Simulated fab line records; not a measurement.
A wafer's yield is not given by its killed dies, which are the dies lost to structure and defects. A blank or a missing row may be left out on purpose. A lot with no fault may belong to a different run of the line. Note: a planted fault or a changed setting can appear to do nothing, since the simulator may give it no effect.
One fault through the eyes of 2 desks + flow berkeley_cmos170 + each desk holds nothing but its own numbers, with what lay behind them at the end

== FOR THE TOOL OWNER'S DESK: pvd_sputter-02 ==
The tool's own readings at UCB170_SILICIDE_SPUTTER_01 (material Ti, target thk 30 nm, time 25 s): means of the sampled wafers that have a number, for each lot that ran on this tool. The brackets show how far a lot's mean lies from the usual mean; more than 4 standard deviations puts the lot out of limits, marked OUT.
Columns: A = cathode_dc_power_W at UCB170_SILICIDE_SPUTTER_01, usual 1500.0 W; B = throttle_valve_pct at UCB170_SILICIDE_SPUTTER_01, usual 30.0 %
| lot  | first seen here | A                        | B    |
|------|-----------------|--------------------------|------|
| L560 | day 7 04:35     | 1499.9                   | 29.6 |
| L563 | day 7 12:53     | 1499.8                   | 29.8 |
| L570 | day 8 21:01     | 1444.0 (-99 or more) OUT | 30.0 |
Finding of this desk: L570 out of limits; the first was L570 at day 8 21:01, on cathode_dc_power_W at UCB170_SILICIDE_SPUTTER_01. L560, L563: within limits.

== FROM THE METROLOGY DESK ==
Means of the sampled wafers that have a number, per lot and without regard to the tool the lot ran on: this is what the gauges read. The brackets show how far a lot's mean lies from the usual mean; more than 4 standard deviations puts the lot out of limits, marked OUT.
Columns: A = SILICIDE_TI_RS at UCB170_SILICIDE_RS_MEAS_02, usual 26.1 ohm/sq; B = SILICIDE_TI_THK at UCB170_SILICIDE_THK_MEAS_03, usual 30.1 nm
| lot  | first seen here | A    | B    |
|------|-----------------|------|------|
| L559 | day 7 02:40     | 25.7 | 30.3 |
| L560 | day 7 04:40     | 25.7 | 30.4 |
| L564 | day 7 12:34     | 26.4 | 29.8 |
| L563 | day 7 12:56     | 26.2 | 29.9 |
| L562 | day 7 13:09     | 25.7 | 30.6 |
| L565 | day 8 00:55     | 26.3 | 30.1 |
| L570 | day 8 21:03     | 26.8 | 29.3 |
| L573 | day 9 20:23     | 26.4 | 30.0 |
| L575 | day 10 04:01    | 26.1 | 30.1 |
| L576 | day 10 07:07    | 26.4 | 29.9 |
| L577 | day 10 12:31    | 26.1 | 30.2 |
| L579 | day 11 05:36    | 26.2 | 29.7 |
| L582 | day 11 10:49    | 25.8 | 30.5 |
Result from this desk: across the 13 lots, nothing is out of limits.

== TAKEN TOGETHER ==
The tool owner's desk had the chance to raise an alarm at day 8 21:01 on L570.
Nothing out of limits was seen by the metrology desk.
The metrology desk holds a record of L570, inside its limits.
All the named lots went through UCB170_SILICIDE_SPUTTER_01 on pvd_sputter-02.

== WHAT THE SIMULATOR HAD PUT IN ==
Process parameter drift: pvd_sputter-02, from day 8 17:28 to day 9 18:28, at UCB170_SILICIDE_SPUTTER_01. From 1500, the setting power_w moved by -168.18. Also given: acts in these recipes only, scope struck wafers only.
Struck lots among those shown: L570.
Hours from the fault's start to each desk's first reading out of limits: the tool owner's desk, 4.
